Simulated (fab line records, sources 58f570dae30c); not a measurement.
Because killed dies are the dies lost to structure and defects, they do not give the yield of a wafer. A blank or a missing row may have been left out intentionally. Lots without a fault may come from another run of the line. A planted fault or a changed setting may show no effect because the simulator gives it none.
Chamber matching -- flow berkeley-cmos170 -- 4 sister chambers for UCB170_GATE_ETCH_14 on rie-diel-04
The step etches BARC in N2/H2. 7 wafers are shown with their chamber, then 7 later ones without.

WAFERS, EACH WITH ITS CHAMBER
wafer,chamber,throttle-valve-pct (%),drypump-motor-current-A (A)
L676.1,2,13.53,6.0
L685.5,0,13.30,5.9
L693.2,1,13.57,4.8
L693.4,0,13.29,5.8
L693.5,3,13.35,5.8
L696.1,3,13.34,5.8
L696.4,1,13.58,4.7

WAFERS WHOSE CHAMBER IS MISSING
wafer,throttle-valve-pct (%),drypump-motor-current-A (A)
L696.6,13.58,4.8
L697.1,13.30,5.8
L697.4,13.34,5.8
L697.5,13.60,4.8
L699.4,13.58,4.8
L699.5,13.53,6.0
L699.6,13.57,4.8

CHAMBER TAKEN BY EACH
wafer,from the rows above,in truth
L696.6,1,1
L697.1,0,0
L697.4,3,3
L697.5,1,1
L699.4,1,1
L699.5,2,2
L699.6,1,1
7 of 7 placed correctly. Can't be placed from these rows: 0. 0 placed wrongly.
How it was worked out, from the rows above alone: a wafer's distance from a chamber is the root of the sum, over the readings, of the square of ((its reading less the chamber's mean) divided by the reading's scatter). If the next closest chamber is less than 2 further off than the closest, the wafer can't be placed; otherwise it belongs to the closest. Each chamber's mean is taken over the wafers shown for it. The scatter is the square root of a quotient: the sum, over the shown wafers, of each reading's squared deviation from its chamber's mean, divided by wafers minus chambers.
